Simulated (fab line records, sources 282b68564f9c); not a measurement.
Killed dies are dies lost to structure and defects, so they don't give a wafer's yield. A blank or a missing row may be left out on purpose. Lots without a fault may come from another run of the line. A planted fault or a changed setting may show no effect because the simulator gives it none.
A struck lot beside a sound one | flow rit_cmos | 35 steps out of a route of 202
Sound: wafers L406.1, L406.4, L406.6. Struck: wafers L423.2, L423.4, L423.6. The cause comes at the end.
At each step with rows: each side's tool, then ch and its chambers, then its first start. Under that, the readings that differ: sound wafers | struck wafers | difference of the means | sigmas: that difference in standard deviations of wafers without a fault.
alike: readings whose means differ by less than 2 such deviations, and words and numbers that are the same on both sides. not compared: withheld readings, readings that some wafer has no value for, bounds like >300 that may hide the same value, and numbers for which the record gives no deviation and whose values overlap.
The two part at a step that has a row with sigmas, a row that says differs or no value, or rows on one side only. Numbers that don't overlap but have no deviation are shown without sigmas and don't part them. A reading that every wafer of one side lacks parts them only if that side has two wafers or more.

first, 4 steps without rows for these wafers: RIT_ACTIVE_CLEAN_15 (cleans in SC1, time 600 s); RIT_ACTIVE_CLEAN_16 (cleans in dHF, time 29.33 s); RIT_ACTIVE_CLEAN_17 (cleans in SC2, time 600 s); RIT_FOX1_OXIDATION_00 (target thk 350.7 nm, ox time 1130 s).
RIT_FOX1_THK_MEAS_01:
  sound on film_metro-02, day 1 18:09; struck on film_metro-03, day 5 06:30
  alike: FOX1_OXIDE_THK
then, 2 steps without rows for these wafers: RIT_FOX1_WET_ETCH_02 (etches SiO2 in BOE, target depth 350 nm, time 390 s); RIT_FOX2_OXIDATION_00 (target thk 350.7 nm, ox time 1130 s).
RIT_FOX2_THK_MEAS_01:
  sound on film_metro-03, day 1 19:52; struck on film_metro-04, day 5 09:19
  alike: FOX2_OXIDE_THK
then, 2 steps without rows for these wafers: RIT_FOX2_CLEAN_02 (cleans in dHF, time 180 s); RIT_FOX2_WET_ETCH_03 (etches Si3N4 in H3PO4, target depth 195 nm, time 2700 s).
RIT_FOX2_THK_MEAS_90:
  sound on film_metro-03, day 1 20:45; struck on film_metro-02, day 5 10:12
  alike: FIELD_OXIDE_LEFT_1_THK
then, 1 step without rows for these wafers: RIT_NWELL_HMDS_00 (prime time 60 s).
RIT_NWELL_COAT_01: resist thk 1300 nm.
  sound on litho_track-01 ch 0, day 1 20:58; struck on litho_track-04 ch 0, day 5 10:26
  reading                                    | sound          | struck            | difference | sigmas
  dispense_pressure_kPa (kPa)                | 48 48 48       | 57 57 57          | +9         | +2
  model.NOVOLAK_of_NWELL_COAT_01.thk_nm (nm) | 1299 1301 1302 | 260.5 260.3 261.2 | -1040.0    |
  alike: chill_plate_temp_C
then, 4 steps without rows for these wafers: RIT_NWELL_SOFTBAKE_02 (time 60 s); RIT_NWELL_EXPOSE_03 (exposes mask M2, target cd 43900 nm); RIT_NWELL_PEB_04; RIT_NWELL_DEVELOP_05 (develop time 68 s).
RIT_NWELL_OVL_MEAS_06:
  sound on overlay-02, day 1 21:49; struck on overlay-02, day 5 11:16
  alike: NWELL_OVL
RIT_NWELL_HARDBAKE_07: time 120 s.
  sound on litho_track-02 ch 0, day 1 21:52; struck on litho_track-02 ch 0, day 5 11:26
  reading                                    | sound          | struck            | difference | sigmas
  model.NOVOLAK_of_NWELL_COAT_01.thk_nm (nm) | 1136 1138 1138 | 234.7 234.5 235.3 | -902.5     |
  alike: chill_plate_temp_C
then, 1 step without rows for these wafers: RIT_NWELL_IMPLANT_08.
RIT_NWELL_STRIP_09: strips in O2, time 180 s.
  sound on plasma_asher-04 ch 0,1, day 1 22:16; struck on plasma_asher-02 ch 0,1, day 5 11:47
  alike: drypump_motor_current_A
  not compared: rf_hours_counter_h
RIT_NWELL_TW_MEAS_10:
  sound on film_metro-01, day 1 22:26; struck on film_metro-04, day 5 11:58
  alike: NWELL_TW
then, 6 steps without rows for these wafers: RIT_PWELL_HMDS_00 (prime time 60 s); RIT_PWELL_COAT_01 (resist thk 1300 nm); RIT_PWELL_SOFTBAKE_02 (time 60 s); RIT_PWELL_EXPOSE_03 (exposes mask M3, target cd 43700 nm); RIT_PWELL_PEB_04; RIT_PWELL_DEVELOP_05 (develop time 68 s).
RIT_PWELL_OVL_MEAS_06:
  sound on overlay-02, day 1 23:34; struck on overlay-01, day 5 12:55
  alike: PWELL_OVL
then, 2 steps without rows for these wafers: RIT_PWELL_HARDBAKE_07 (time 120 s); RIT_PWELL_IMPLANT_08.
RIT_PWELL_STRIP_09: strips in O2, time 180 s.
  sound on plasma_asher-02 ch 0,1, day 1 23:59; struck on plasma_asher-03 ch 1, day 5 13:20
  reading                     | sound       | struck      | difference | sigmas
  drypump_motor_current_A (A) | 6.5 5.4 6.5 | 5.1 5.1 5.1 | -1.0       | -2
  not compared: rf_hours_counter_h
RIT_PWELL_TW_MEAS_10:
  sound on film_metro-02, day 2 00:10; struck on film_metro-04, day 5 13:31
  reading  | sound       | struck         | difference | sigmas
  PWELL_TW | 949 947 948 | 1988 1985 1980 | +1036      | +94
then, 1 step without rows for these wafers: RIT_WELLDRIVE_ANNEAL_00 (time 14700 s).
RIT_M1_PROBE_99:
  sound on prober-01, day 3 15:40; struck on prober-02, day 7 06:06
  reading                                 | sound             | struck            | difference | sigmas
  model.etest.pwell_pinched.rs_ohm_sq     | 453.3 463.6 455.3 | 756.1 752.2 736.3 | +290.8     |
  model.etest.nmos_0p3.r_on_ohm_um        | 2142 2180 2121    | 2008 1999 1962    | -158       |
  model.etest.nmos_turned.drive_ua_um     | 315.4 320.8 316.4 | 402.5 404.4 420   | +91.4      |
  model.etest.nmos_0p15.drive_ua_um       | 461.3 462.1 480.6 | 530.3 525.3 554.5 | +68.7      |
  model.etest.nmos_0p3.drive_ua_um        | 226.9 225.6 232.4 | 265.6 268.5 272.1 | +40.4      |
  model.etest.nmos_narrow.drive_ua_um     | 228.7 231 235     | 252.9 255.8 258.1 | +24.0      |
  model.etest.well_edge_right.line_ohm_um | 182.8 179.4 183.5 | 165.7 161.7 165.6 | -17.6      |
  model.etest.well_edge_left.line_ohm_um  | 184.4 179 184.9   | 166.3 162.9 162.3 | -18.9      |
  alike: killed_at_M0_to_M3, killed_at_contacts, killed_at_front_end, killed_dies, killed_open, killed_short

WHERE THEY PART
First at RIT_NWELL_COAT_01; last, within this record, at RIT_PWELL_TW_MEAS_10. Later steps at which nothing parts them and some readings are alike: RIT_M1_PROBE_99.

WHY: what the simulator had put in
Process parameter drift: litho_track-04, from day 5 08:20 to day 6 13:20, at RIT_NWELL_COAT_01. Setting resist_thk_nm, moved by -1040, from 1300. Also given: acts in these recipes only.
